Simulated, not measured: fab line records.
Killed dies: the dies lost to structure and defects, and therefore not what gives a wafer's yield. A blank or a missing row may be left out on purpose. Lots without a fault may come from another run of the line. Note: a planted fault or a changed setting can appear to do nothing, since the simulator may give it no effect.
Split-lot study    flow berkeley_cmos170    route with 331 steps; 5 lots, 23 wafers read

## SPLIT DETAILS
At UCB170_GATE_PEB_10, the setting peb_temp_c was moved away from the recipe's 130 C on 8 of the 23 wafers read, by -1.6% to +2.8%. All remaining wafers had this setting at the recipe value.

## FROM THE SPLIT TO THE READING: what the file shows between them, 5 steps
- UCB170_GATE_DEVELOP_11: develop time 45 s
- UCB170_GATE_CD_MEAS_12: target cd 350 nm
- UCB170_GATE_ETCH_14: etches BARC in N2/H2
- UCB170_GATE_ETCH_15: etches poly-Si in HBr/Cl2, stops on SiO2, time 56.3 s, target depth 278.2 nm
- UCB170_GATE_STRIP_16: strips in O2

## THE READING
cd_nm at UCB170_GATE_CD_MEAS_90, given in nm (cd target 350 nm). A value of 349.4 nm with a standard deviation of 1.4 nm is what fault-free wafers of this fab line usually give.

wafer   tool, chamber at the split  peb_temp_c as run, C  against the recipe  cd_nm, nm  against lot-mates on the recipe
L077.1  litho_track-01, 0           130                   recipe              349.1      -
L077.3  litho_track-01, 0           130                   recipe              349.2      -
L077.6  litho_track-01, 0           130                   recipe              347.9      -
L078.1  litho_track-04, 0           133.6                 +2.8%               327.4      -20.8
L078.2  litho_track-04, 0           130                   recipe              349.0      -
L078.3  litho_track-04, 0           130                   recipe              347.6      -
L078.5  litho_track-04, 0           133.6                 +2.8%               327.9      -20.3
L078.6  litho_track-04, 0           130                   recipe              348.0      -
L079.1  litho_track-02, 0           128.3                 -1.3%               360.5      +11.1
L079.2  litho_track-02, 0           130                   recipe              350.7      -
L079.3  litho_track-02, 0           128.3                 -1.3%               362.0      +12.6
L079.4  litho_track-02, 0           130                   recipe              348.2      -
L079.6  litho_track-02, 0           130                   recipe              349.4      -
L081.1  litho_track-02, 0           127.9                 -1.6%               363.0      +15.0
L081.3  litho_track-02, 0           130                   recipe              347.3      -
L081.4  litho_track-02, 0           127.9                 -1.6%               364.7      +16.7
L081.5  litho_track-02, 0           130                   recipe              348.5      -
L081.6  litho_track-02, 0           130                   recipe              348.3      -
L083.1  litho_track-04, 0           130                   recipe              349.5      -
L083.3  litho_track-04, 0           131.7                 +1.3%               339.0      -9.5
L083.4  litho_track-04, 0           130                   recipe              347.9      -
L083.5  litho_track-04, 0           131.7                 +1.3%               339.0      -9.5
L083.6  litho_track-04, 0           130                   recipe              348.2      -

THE FIT
A straight line over all 23 wafers: cd_nm changes by -8.21 nm for each +1% of peb_temp_c; r = -0.99; the points scatter about the line by 1.2 nm.
The same after taking each lot's own level away (the mean of its wafers on the recipe; 23 wafers): -8.11 nm for each +1%; r = -0.99; scatter 1.2 nm.
That fit puts the effect of the largest move of peb_temp_c on the reading at 22 nm.
From 348.03 to 349.43 nm: that is the span of the lots' own levels, equal to 1.0 times the standard deviation above.
The two slopes are in agreement: the lot-to-lot level therefore moves the slope only a little.
Check: -22.3 nm against its lot-mates is what the line predicts for one of the wafers moved furthest among these (+2.8%) when that wafer is left out of the fit. It came out at -20.8 nm against them.

## THE WHOLE CHAIN: every reading that the file lists as answering this split, in the file's order
step                    what it does                                                                  reading                                                      change (the file's fit)               r (the file's)
UCB170_GATE_CD_MEAS_12  target cd 350 nm                                                              cd_nm                                                        -8.19 nm for each +1% of the setting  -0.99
UCB170_GATE_ETCH_15     etches poly-Si in HBr/Cl2, stops on SiO2, time 56.3 s, target depth 278.2 nm  GATE.cd_nm (the simulator's own value, which no gauge read)  -8.1 nm for each +1% of the setting   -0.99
UCB170_GATE_CD_MEAS_90  target cd 350 nm                                                              cd_nm                                                        -8.07 nm for each +1% of the setting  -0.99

## THE FILE'S OWN FIT
cd_nm changes by -8.07 nm for each +1% of peb_temp_c, r = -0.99.
